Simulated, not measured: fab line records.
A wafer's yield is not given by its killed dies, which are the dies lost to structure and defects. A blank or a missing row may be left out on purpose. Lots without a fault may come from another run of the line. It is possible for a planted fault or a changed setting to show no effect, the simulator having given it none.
A lot that was struck, set against a sound lot    flow rit-cmos    15 out of 202 route steps
Sound: these wafers, L411.3, L411.5, L411.6. The struck wafers were L396.1, L396.3, L396.5. The cause is given at the end.
For every step that has rows: the tool of each side, followed by ch and its chambers, followed by its first start. Under that, the readings that differ: sound wafers    struck wafers    difference of the means    sigmas: that difference in standard deviations of wafers without a fault.
alike: same words and numbers on both sides, and readings whose means sit less than 2 such deviations apart. not compared: any withheld reading, any reading some wafer has no value for, any bound like >300 that may hide the same value, and any number with overlapping values for which the record gives no deviation.
The two part at a step that has a row with sigmas, a row that says differs or no value, or rows on one side only. Numbers that don't overlap but have no deviation are shown without sigmas and don't part them. A reading missing from all wafers of one side parts the sides only when that side holds two or more wafers.

first, 3 steps without rows for these wafers: RIT_SDANNEAL_CLEAN_00 (cleans in SC1, time 600 s); RIT_SDANNEAL_CLEAN_01 (cleans in dHF, time 30 s); RIT_SDANNEAL_CLEAN_02 (cleans in SC2, time 600 s).
RIT_SDANNEAL_RTA_03: time 5 s.
  sound on rtp-anneal-02 ch 0, day 6 11:58; struck on rtp-anneal-01 ch 0, day 3 12:35
  alike: wafer_temp_C_max
RIT_SDANNEAL_RS_MEAS_04: measurement is done with a four-point probe.
  struck on film-metro-04, day 3 12:39; sound on film-metro-03, day 6 12:03
reading          sound              struck             difference  sigmas
PSD_RS (ohm/sq)  116.0 115.9 115.8  115.1 115.6 114.9  -0.7        -2
RIT_SDANNEAL_RS_MEAS_05: measurement is done with a four-point probe.
  struck on film-metro-04, day 3 12:46; sound on film-metro-03, day 6 12:10
  alike: NSD_RS
RIT_SDANNEAL_RS_MEAS_06: measurement is done with a four-point probe.
  struck on film-metro-04, day 3 12:53; sound on film-metro-03, day 6 12:17
reading           sound              struck             difference  sigmas
PLDD_RS (ohm/sq)  179.6 179.2 179.1  177.9 178.3 178.0  -1.2        -3
RIT_SDANNEAL_RS_MEAS_07: measurement is done with a four-point probe.
  struck on film-metro-04, day 3 13:01; sound on film-metro-03, day 6 12:25
  alike: NLDD_RS
then, 1 step without rows for these wafers: RIT_SILICIDE_WET_ETCH_00 (etches SiO2 in BOE, target depth 14 nm, time 15 s).
RIT_SILICIDE_SPUTTER_01: material Ti, target thk 30 nm, time 240 s.
  struck on pvd-sputter-04, day 3 13:08; sound on pvd-sputter-04, day 6 12:30
  alike: cathode-dc-power-W, throttle-valve-pct
RIT_SILICIDE_RS_MEAS_02: measurement is done with a four-point probe.
  struck on film-metro-02, day 3 13:17; sound on film-metro-01, day 6 12:41
  alike: SILICIDE_TI_RS
RIT_SILICIDE_THK_MEAS_03: measures by xrf.
  struck on film-metro-02, day 3 13:25; sound on film-metro-01, day 6 12:47
  alike: SILICIDE_TI_THK
RIT_SILICIDE_RTA_04: time 10 s, ramp up 5 s, ramp down 5 s.
  sound on rtp-anneal-01 ch 0, day 6 12:51; struck on rtp-anneal-02 ch 0, day 3 13:42
  alike: wafer_temp_C_max
then, 1 step without rows for these wafers: RIT_SILICIDE_WET_ETCH_05 (etches Ti in SPM, time 120 s).
RIT_M1_PROBE_99:
  struck on prober-02, day 3 20:25; sound on prober-01, day 6 19:44
  alike: killed-at-contacts, killed-at-front-end, killed-dies, killed-on-rim, killed-open, killed-short

## WHERE THEY PART
At RIT_SDANNEAL_RS_MEAS_04 first; at RIT_SDANNEAL_RS_MEAS_06 last (within this record only). Later steps at which nothing parts them and some readings are alike: RIT_SDANNEAL_RS_MEAS_07, RIT_SILICIDE_SPUTTER_01, RIT_SILICIDE_RS_MEAS_02, RIT_SILICIDE_THK_MEAS_03, RIT_SILICIDE_RTA_04, RIT_M1_PROBE_99.

WHY: what the simulator had put in
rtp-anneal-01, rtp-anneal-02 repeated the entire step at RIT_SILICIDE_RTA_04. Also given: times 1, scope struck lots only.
